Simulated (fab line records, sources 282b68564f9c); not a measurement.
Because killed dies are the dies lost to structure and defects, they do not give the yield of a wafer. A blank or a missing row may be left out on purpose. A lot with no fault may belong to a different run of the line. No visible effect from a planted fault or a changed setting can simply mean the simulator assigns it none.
fab line records / flow ritCmos
record: lots: 6 wafers: 18 lastDay: 6
route steps=202 shown FOX2@23 NWELL@28 M1@202
lots that met no fault: from a run of the same line without faults
startH: the number of hours between the record's first day and the start of the first shown wafer of the lot / waitH: hours since the lot's step before / " as in the row above / L1.1+2: several wafers, shown together as one row / - no value, or no start given / * or withheld: withheld / < > ~ a bound
route shown NAME@n: a module of which the file shows steps, and the number in the route of the first / usual: mean/standard deviation taken from wafers without a fault / same: alike in all rows / chamber/n: place in a boat / sites: per-site readings / _std_site: the values' standard deviation / _edge_site: inner sites' mean taken away from outer sites' mean / radiusMm: how far each site lies from the wafer's centre / mask NAME#n: copy n / behind: tool/chamber where the wafer was last shaped / hold: why the lot was held/for how many hours/how that ended / device: the n, p or np transistor that did not switch / end of line: the tests these same wafers got at the end of their route / a step with no rows: only its recipe / killed: not the wafer's yield, but the dies lost to structure and defects at the first sort / map: per-die view of a wafer (x killed, . not killed, _ where there is no die)
set.NAME: setting as actually run; set.NAME@STEP: the setting as run at that earlier step / model.NAME: the simulator's own value behind a step, which no gauge read
lots seen at some steps along the route; tables by step, rows by wafer
== steps ==
step: RIT_FOX2_OXIDATION_00
recipe: tempC: 1100 ambient: H2O targetThkA: 3507 pH2oTorr: 720 oxTimeS: 1130
step: RIT_FOX2_THK_MEAS_01
recipe: reads: SiO2_of_FOX2_OXIDATION_00
usual: FOX2_OXIDE_THK: 350/5.6
lot.wafer=L860.1 tool=filmMetro-03 chamber=- startH=30.90 waitH=0.0 FOX2_OXIDE_THK[nm]=345
lot.wafer=L860.2 tool=filmMetro-03 chamber=- startH=30.90 waitH=0.0 FOX2_OXIDE_THK[nm]=337
lot.wafer=L860.3 tool=filmMetro-03 chamber=- startH=30.90 waitH=0.0 FOX2_OXIDE_THK[nm]=344
lot.wafer=L862.1 tool=filmMetro-04 chamber=- startH=39.06 waitH=0.0 FOX2_OXIDE_THK[nm]=344
lot.wafer=L862.3 tool=filmMetro-04 chamber=- startH=39.06 waitH=0.0 FOX2_OXIDE_THK[nm]=343
lot.wafer=L862.5 tool=filmMetro-04 chamber=- startH=39.06 waitH=0.0 FOX2_OXIDE_THK[nm]=342
lot.wafer=L869.1 tool=filmMetro-02 chamber=- startH=73.84 waitH=0.0 FOX2_OXIDE_THK[nm]=352
lot.wafer=L869.3 tool=filmMetro-02 chamber=- startH=73.84 waitH=0.0 FOX2_OXIDE_THK[nm]=349
lot.wafer=L869.6 tool=filmMetro-02 chamber=- startH=73.84 waitH=0.0 FOX2_OXIDE_THK[nm]=343
lot.wafer=L874.1 tool=filmMetro-02 chamber=- startH=100.17 waitH=0.0 FOX2_OXIDE_THK[nm]=343
lot.wafer=L874.3 tool=filmMetro-02 chamber=- startH=100.17 waitH=0.0 FOX2_OXIDE_THK[nm]=348
lot.wafer=L874.6 tool=filmMetro-02 chamber=- startH=100.17 waitH=0.0 FOX2_OXIDE_THK[nm]=347
lot.wafer=L875.1 tool=filmMetro-04 chamber=- startH=104.77 waitH=0.0 FOX2_OXIDE_THK[nm]=360
lot.wafer=L875.3 tool=filmMetro-04 chamber=- startH=104.77 waitH=0.0 FOX2_OXIDE_THK[nm]=351
lot.wafer=L875.4 tool=filmMetro-04 chamber=- startH=104.77 waitH=0.0 FOX2_OXIDE_THK[nm]=362
lot.wafer=L876.1 tool=filmMetro-04 chamber=- startH=110.15 waitH=0.0 FOX2_OXIDE_THK[nm]=360
lot.wafer=L876.2 tool=filmMetro-04 chamber=- startH=110.15 waitH=0.0 FOX2_OXIDE_THK[nm]=358
lot.wafer=L876.4 tool=filmMetro-04 chamber=- startH=110.15 waitH=0.0 FOX2_OXIDE_THK[nm]=355
step: RIT_FOX2_CLEAN_02
recipe: chemistry: dHF dilution: 50:1 timeS: 180
step: RIT_FOX2_WET_ETCH_03
recipe: chemistry: H3PO4 target: Si3N4 targetDepthNm: 195 tempC: 165 timeS: 2700
step: RIT_FOX2_THK_MEAS_90
recipe: reads: SiO2_of_FOX2_OXIDATION_00
usual: FIELD_OXIDE_LEFT_1_THK: 323/5.6
lot.wafer=L860.1 tool=filmMetro-04 chamber=- startH=32.53 waitH=0.0 FIELD_OXIDE_LEFT_1_THK[nm]=318
lot.wafer=L860.2 tool=filmMetro-04 chamber=- startH=32.53 waitH=0.0 FIELD_OXIDE_LEFT_1_THK[nm]=310
lot.wafer=L860.3 tool=filmMetro-04 chamber=- startH=32.53 waitH=0.0 FIELD_OXIDE_LEFT_1_THK[nm]=316
lot.wafer=L862.1 tool=filmMetro-02 chamber=- startH=39.94 waitH=0.0 FIELD_OXIDE_LEFT_1_THK[nm]=317
lot.wafer=L862.3 tool=filmMetro-02 chamber=- startH=39.94 waitH=0.0 FIELD_OXIDE_LEFT_1_THK[nm]=315
lot.wafer=L862.5 tool=filmMetro-02 chamber=- startH=39.94 waitH=0.0 FIELD_OXIDE_LEFT_1_THK[nm]=314
lot.wafer=L869.1 tool=filmMetro-03 chamber=- startH=74.71 waitH=0.0 FIELD_OXIDE_LEFT_1_THK[nm]=325
lot.wafer=L869.3 tool=filmMetro-03 chamber=- startH=74.71 waitH=0.0 FIELD_OXIDE_LEFT_1_THK[nm]=322
lot.wafer=L869.6 tool=filmMetro-03 chamber=- startH=74.71 waitH=0.0 FIELD_OXIDE_LEFT_1_THK[nm]=316
lot.wafer=L874.1 tool=filmMetro-03 chamber=- startH=101.05 waitH=0.0 FIELD_OXIDE_LEFT_1_THK[nm]=316
lot.wafer=L874.3 tool=filmMetro-03 chamber=- startH=101.05 waitH=0.0 FIELD_OXIDE_LEFT_1_THK[nm]=321
lot.wafer=L874.6 tool=filmMetro-03 chamber=- startH=101.05 waitH=0.0 FIELD_OXIDE_LEFT_1_THK[nm]=320
lot.wafer=L875.1 tool=filmMetro-03 chamber=- startH=105.64 waitH=0.0 FIELD_OXIDE_LEFT_1_THK[nm]=332
lot.wafer=L875.3 tool=filmMetro-03 chamber=- startH=105.64 waitH=0.0 FIELD_OXIDE_LEFT_1_THK[nm]=323
lot.wafer=L875.4 tool=filmMetro-03 chamber=- startH=105.64 waitH=0.0 FIELD_OXIDE_LEFT_1_THK[nm]=334
lot.wafer=L876.1 tool=filmMetro-03 chamber=- startH=111.03 waitH=0.0 FIELD_OXIDE_LEFT_1_THK[nm]=333
lot.wafer=L876.2 tool=filmMetro-03 chamber=- startH=111.03 waitH=0.0 FIELD_OXIDE_LEFT_1_THK[nm]=331
lot.wafer=L876.4 tool=filmMetro-03 chamber=- startH=111.03 waitH=0.0 FIELD_OXIDE_LEFT_1_THK[nm]=328
step: RIT_NWELL_HMDS_00
recipe: primeTimeS: 60 primeTempC: 140
step: RIT_NWELL_COAT_01
recipe: resist: NOVOLAK spinRpm: 2000 resistThkNm: 1300
step: RIT_NWELL_SOFTBAKE_02
recipe: resist: NOVOLAK tempC: 90 timeS: 60
step: RIT_NWELL_EXPOSE_03
recipe: maskId: M2 na: 0.57 targetCdNm: 43900 doseMj: 250
step: RIT_NWELL_PEB_04
recipe: resist: NOVOLAK tempC: withheld timeS: withheld
step: RIT_NWELL_DEVELOP_05
recipe: resist: NOVOLAK developTimeS: 68 devTempC: 23
step: RIT_NWELL_OVL_MEAS_06
usual: NWELL_OVL: 1.0/1.3
lot.wafer=L860.1 tool=overlay-01 chamber=- startH=33.47 waitH=- NWELL_OVL[nm]=1.7
lot.wafer=L860.2 tool=overlay-01 chamber=- startH=33.47 waitH=- NWELL_OVL[nm]=1.1
lot.wafer=L860.3 tool=overlay-01 chamber=- startH=33.47 waitH=- NWELL_OVL[nm]=0.0
lot.wafer=L862.1 tool=overlay-01 chamber=- startH=41.00 waitH=- NWELL_OVL[nm]=2.0
lot.wafer=L862.3 tool=overlay-01 chamber=- startH=41.00 waitH=- NWELL_OVL[nm]=0.9
lot.wafer=L862.5 tool=overlay-01 chamber=- startH=41.00 waitH=- NWELL_OVL[nm]=0.4
lot.wafer=L869.1 tool=overlay-01 chamber=- startH=75.78 waitH=- NWELL_OVL[nm]=-0.3
lot.wafer=L869.3 tool=overlay-01 chamber=- startH=75.78 waitH=- NWELL_OVL[nm]=-0.5
lot.wafer=L869.6 tool=overlay-01 chamber=- startH=75.78 waitH=- NWELL_OVL[nm]=0.4
lot.wafer=L874.1 tool=overlay-02 chamber=- startH=101.99 waitH=- NWELL_OVL[nm]=2.4
lot.wafer=L874.3 tool=overlay-02 chamber=- startH=101.99 waitH=- NWELL_OVL[nm]=1.8
lot.wafer=L874.6 tool=overlay-02 chamber=- startH=101.99 waitH=- NWELL_OVL[nm]=0.9
lot.wafer=L875.1 tool=overlay-01 chamber=- startH=106.80 waitH=- NWELL_OVL[nm]=1.6
lot.wafer=L875.3 tool=overlay-01 chamber=- startH=106.80 waitH=- NWELL_OVL[nm]=1.7
lot.wafer=L875.4 tool=overlay-01 chamber=- startH=106.80 waitH=- NWELL_OVL[nm]=2.6
lot.wafer=L876.1 tool=overlay-02 chamber=- startH=111.97 waitH=- NWELL_OVL[nm]=1.5
lot.wafer=L876.2 tool=overlay-02 chamber=- startH=111.97 waitH=- NWELL_OVL[nm]=0.4
lot.wafer=L876.4 tool=overlay-02 chamber=- startH=111.97 waitH=- NWELL_OVL[nm]=0.1
step: RIT_NWELL_HARDBAKE_07
recipe: resist: NOVOLAK tempC: 140 timeS: 120
usual: heaterPowerTotalW: 52.02/0.064 plateTempC: 140.03/0.12
lot.wafer=L860.1 tool=lithoTrack-03 chamber=0 startH=33.51 waitH=0.0 heaterPowerTotalW=51.99 plateTempC=140.02
lot.wafer=L860.2 tool=lithoTrack-03 chamber=0 startH=33.51 waitH=0.0 heaterPowerTotalW=51.98 plateTempC=140.23
lot.wafer=L860.3 tool=lithoTrack-03 chamber=0 startH=33.51 waitH=0.0 heaterPowerTotalW=51.97 plateTempC=139.84
lot.wafer=L862.1 tool=lithoTrack-01 chamber=0 startH=41.04 waitH=0.0 heaterPowerTotalW=51.97 plateTempC=139.98
lot.wafer=L862.3 tool=lithoTrack-01 chamber=0 startH=41.04 waitH=0.0 heaterPowerTotalW=51.99 plateTempC=140.16
lot.wafer=L862.5 tool=lithoTrack-01 chamber=0 startH=41.04 waitH=0.0 heaterPowerTotalW=52.06 plateTempC=140.05
lot.wafer=L869.1 tool=lithoTrack-04 chamber=0 startH=75.81 waitH=0.0 heaterPowerTotalW=52.03 plateTempC=139.94
lot.wafer=L869.3 tool=lithoTrack-04 chamber=0 startH=75.81 waitH=0.0 heaterPowerTotalW=52.14 plateTempC=140.01
lot.wafer=L869.6 tool=lithoTrack-04 chamber=0 startH=75.81 waitH=0.0 heaterPowerTotalW=52.01 plateTempC=139.96
lot.wafer=L874.1 tool=lithoTrack-03 chamber=0 startH=102.03 waitH=0.0 heaterPowerTotalW=51.52 plateTempC=139.25
lot.wafer=L874.3 tool=lithoTrack-03 chamber=0 startH=102.03 waitH=0.0 heaterPowerTotalW=51.51 plateTempC=139.16
lot.wafer=L874.6 tool=lithoTrack-03 chamber=0 startH=102.03 waitH=0.0 heaterPowerTotalW=51.55 plateTempC=139.12
lot.wafer=L875.1 tool=lithoTrack-04 chamber=0 startH=106.83 waitH=0.0 heaterPowerTotalW=51.98 plateTempC=140.15
lot.wafer=L875.3 tool=lithoTrack-04 chamber=0 startH=106.83 waitH=0.0 heaterPowerTotalW=52.01 plateTempC=140.09
lot.wafer=L875.4 tool=lithoTrack-04 chamber=0 startH=106.83 waitH=0.0 heaterPowerTotalW=51.97 plateTempC=139.93
lot.wafer=L876.1 tool=lithoTrack-03 chamber=0 startH=112.00 waitH=0.0 heaterPowerTotalW=51.48 plateTempC=138.95
lot.wafer=L876.2 tool=lithoTrack-03 chamber=0 startH=112.00 waitH=0.0 heaterPowerTotalW=51.48 plateTempC=139.15
lot.wafer=L876.4 tool=lithoTrack-03 chamber=0 startH=112.00 waitH=0.0 heaterPowerTotalW=51.54 plateTempC=138.85
step: RIT_NWELL_IMPLANT_08
recipe: species: P energyKev: 170 doseCm2: 5e+13 tiltDeg: 7
step: RIT_M1_PROBE_99
usual: killedAtContacts: 0.1/0.34 killedAtFrontEnd: 6.9/2.8 killedDies: 7.1/2.8 killedOpen: 3.4/1.9 killedShort: 3.6/1.7
same: grossDies: 264 killed_at_M0_to_M3: 0 killed_at_M4_up: 0 killedAtBackSide: 0 killedAtOther: 0
lot.wafer=L860.1 tool=prober-01 chamber=- startH=74.02 waitH=0.1 killedAtContacts=0 killedAtFrontEnd=6 killedDies=6 killedOpen=2 killedShort=4
lot.wafer=L860.2 tool=prober-01 chamber=- startH=74.07 waitH=0.1 killedAtContacts=0 killedAtFrontEnd=7 killedDies=7 killedOpen=1 killedShort=6
lot.wafer=L860.3 tool=prober-01 chamber=- startH=74.12 waitH=0.2 killedAtContacts=0 killedAtFrontEnd=5 killedDies=5 killedOpen=1 killedShort=4
lot.wafer=L869.1 tool=prober-02 chamber=- startH=114.14 waitH=0.1 killedAtContacts=0 killedAtFrontEnd=6 killedDies=6 killedOpen=3 killedShort=3
lot.wafer=L869.3 tool=prober-02 chamber=- startH=114.24 waitH=0.2 killedAtContacts=0 killedAtFrontEnd=3 killedDies=3 killedOpen=1 killedShort=2
lot.wafer=L869.6 tool=prober-02 chamber=- startH=114.39 waitH=0.2 killedAtContacts=0 killedAtFrontEnd=6 killedDies=6 killedOpen=3 killedShort=2
lot.wafer=L874.1 tool=prober-01 chamber=- startH=139.34 waitH=0.1 killedAtContacts=0 killedAtFrontEnd=6 killedDies=6 killedOpen=4 killedShort=2
lot.wafer=L874.3 tool=prober-01 chamber=- startH=139.44 waitH=0.2 killedAtContacts=0 killedAtFrontEnd=8 killedDies=8 killedOpen=3 killedShort=5
lot.wafer=L874.6 tool=prober-01 chamber=- startH=139.59 waitH=0.2 killedAtContacts=0 killedAtFrontEnd=7 killedDies=7 killedOpen=4 killedShort=3
lot.wafer=L876.1 tool=prober-01 chamber=- startH=150.38 waitH=0.1 killedAtContacts=0 killedAtFrontEnd=7 killedDies=7 killedOpen=5 killedShort=2
lot.wafer=L876.2 tool=prober-01 chamber=- startH=150.43 waitH=0.1 killedAtContacts=0 killedAtFrontEnd=7 killedDies=7 killedOpen=2 killedShort=5
lot.wafer=L876.4 tool=prober-01 chamber=- startH=150.53 waitH=0.2 killedAtContacts=0 killedAtFrontEnd=7 killedDies=7 killedOpen=6 killedShort=1
killed by level:class
L860.1 GATE:geometricParticle:open=2 GATE:geometricParticle:short=1 REOX:geometricParticle:short=1 SPACER:geometricParticle:short=1 SILICIDE:geometricParticle:short=1
L860.2 SILICIDE:geometricParticle:short=3 FOX1:geometricParticle:short=2 REOX:geometricParticle:short=1 SILICIDE:geometricParticle:open=1
L860.3 GATE:geometricParticle:short=2 REOX:geometricParticle:short=1 GATE:geometricParticle:open=1 SPACER:geometricParticle:short=1
L869.1 GATE:geometricParticle:short=2 GATE:geometricParticle:open=2 FOX1:geometricParticle:short=1 FOX1:geometricParticle:open=1
L869.3 REOX:geometricParticle:open=1 REOX:geometricParticle:short=1 SPACER:geometricParticle:short=1
L869.6 GATE:geometricParticle:open=2 GATE:geometricParticle:short=1 SPACER:geometricParticle:open=1 SPACER:geometricParticle:short=1 PSD:coatMicrobubblePrinted=1
L874.1 GATE:geometricParticle:open=4 FOX2:geometricParticle:short=1 GATE:geometricParticle:short=1
L874.3 FOX1:geometricParticle:open=1 FOX1:geometricParticle:short=1 FOX2:geometricParticle:open=1 GATE:geometricParticle:open=1 GATE:geometricParticle:short=1 REOX:geometricParticle:short=1 SPACER:geometricParticle:short=1 SILICIDE:geometricParticle:short=1
L874.6 FOX2:geometricParticle:open=2 GATE:geometricParticle:short=2 FOX1:geometricParticle:open=1 GATE:geometricParticle:open=1 SILICIDE:geometricParticle:short=1
L876.1 GATE:geometricParticle:open=3 SILICIDE:geometricParticle:open=2 FOX2:geometricParticle:short=1 REOX:geometricParticle:short=1
L876.2 GATE:geometricParticle:short=3 FOX1:geometricParticle:open=1 FOX1:geometricParticle:short=1 GATE:geometricParticle:open=1 SILICIDE:geometricParticle:short=1
L876.4 GATE:geometricParticle:open=3 SILICIDE:geometricParticle:open=2 GATE:geometricParticle:short=1 REOX:geometricParticle:open=1
== key ==
firstSign: step: RIT_NWELL_HARDBAKE_07 reading: heaterPowerTotalW direction: down sigmas: 7.9 usual: 52.02 struck: 51.51
effect: step: RIT_NWELL_HARDBAKE_07 reading: plateTempC direction: down sigmas: 7.8 usual: * struck: *
metAt RIT_NWELL_HARDBAKE_07
struckWafers L874.1,L874.3,L874.6,L876.1,L876.2,L876.4
testerLeftOut L874,L876
onsetBetween 33.51 102.03
fault: kind: processParameterDrift tool: lithoTrack-03 chamber: - onsetH: 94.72 steps: RIT_NWELL_HARDBAKE_07 channel: tempC offset: * shape: step endH: 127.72 actsIn: * stated: *
testerLeftOut: of these lots the tester's yield and bins aren't shown, on N5 and GAA mostly nor the transistor test; their killed dies are dies lost to structure and defects alone, not to doping, threshold or leakage, so they don't give the yield
